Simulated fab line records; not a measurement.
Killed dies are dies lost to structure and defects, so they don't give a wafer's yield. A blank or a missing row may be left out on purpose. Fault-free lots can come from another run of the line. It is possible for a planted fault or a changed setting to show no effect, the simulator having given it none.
Problem report, 8D (eight disciplines) form, completed by code ; flow berkeley-cmos170 ; the parts of the form that need people (team, actions taken, sign-off) are left out

== 1. THE ISSUE ==
Mean PLDD_TW at UCB170_PLDD_TW_MEAS_11: 1416 over 6 wafers in 2 lots; fault-free wafers: 1007, standard deviation 4.6. That puts it +89 standard deviations away from the usual mean.
The first sign was on wafer L785.1 at day 9 03:36, on film-metro-01. The record holds 42 wafers of 14 lots with a number at this step. By rule, "out" or "out of limits" means more than 4 standard deviations away from the usual mean. All remaining wafers that have a number are taken as sound.

== 2. WHAT IT IS, WHAT IT ISN'T ==
question;is;is not
which readings at this step;PLDD_TW;-
which lots;L785, L786;L778, L779, L782, L790, L791, L792, L793, L794, L796, L798, L799, L800
which wafers of those lots;all that have a number;-
read on which gauges;film-metro-01, film-metro-02;film-metro-03
when;from day 9 03:36;"up to then (9 sound wafers); but 27 sound wafers of L790, L791, L792, L793, L794, L796, L798, L799, L800 came after"

== 3. SUSPECTS, AND WHAT RULES EACH OUT ==
Counting: a tool stays on the suspect list if, at a process step up to the reading, it processed all lots that are out and no sound lot following the first of them.
- the gauge at UCB170_PLDD_TW_MEAS_11 has been ruled out. Those wafers that are out were read across 2 gauges (film-metro-01, film-metro-02).
- implanter-04 at UCB170_PLDD_IMPLANT_08: ruled out as a lasting fault. Sound lots L800 ran on it after its first lot that is out, L785 (day 9 03:12).
Left after counting: nothing in the record.

== 4. THE CAUSE (what the simulator had put in) ==
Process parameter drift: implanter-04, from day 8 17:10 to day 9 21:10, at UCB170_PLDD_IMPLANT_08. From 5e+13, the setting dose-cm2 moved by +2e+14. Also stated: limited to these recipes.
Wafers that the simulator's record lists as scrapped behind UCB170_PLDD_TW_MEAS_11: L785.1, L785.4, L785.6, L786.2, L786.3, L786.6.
Counting ruled it out, wrongly: the rule takes a fault to strike every lot that its tool runs from its start on, and this one did not.

== 5. THE EFFECT CHAIN, in route order ==
Each row: a reading whose mean over the struck wafers that have a number lies more than 3 standard deviations from the usual. Readings are gone through only where the record gives a usual standard deviation; hours: the median, over the lots, of the time from a lot's start at the first step in this table giving one to that lot's start at this step; sigmas: the change measured in usual standard deviations.
hours;step;reading;usual;on struck wafers;change;sigmas
0;UCB170_PLDD_IMPLANT_08;beam-on-s;10.03 s;40.59;+30.55;+99 or more
0;UCB170_PLDD_IMPLANT_08;dose-ions-cm2;4.999e+13;2.500e+14;+2.000e+14;+99 or more
0;UCB170_PLDD_IMPLANT_08;faraday-current-uA;158.0;195.1;+37.1;+13
0;UCB170_PLDD_TW_MEAS_11;PLDD_TW;1007;1416;+409;+89
Its process steps:
- UCB170_PLDD_IMPLANT_08

== 6. WHAT WOULD HAVE CAUGHT IT SOONER ==
10 hours passed between the start of the fault at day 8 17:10 and the first reading out of limits at a measuring or inspecting step in this record, taken at day 9 03:36.
Tool's own readings at UCB170_PLDD_IMPLANT_08, beam-on-s, dose-ions-cm2, faraday-current-uA: out on all struck wafers the step has rows for; an alarm limit on them would have tripped on the first.
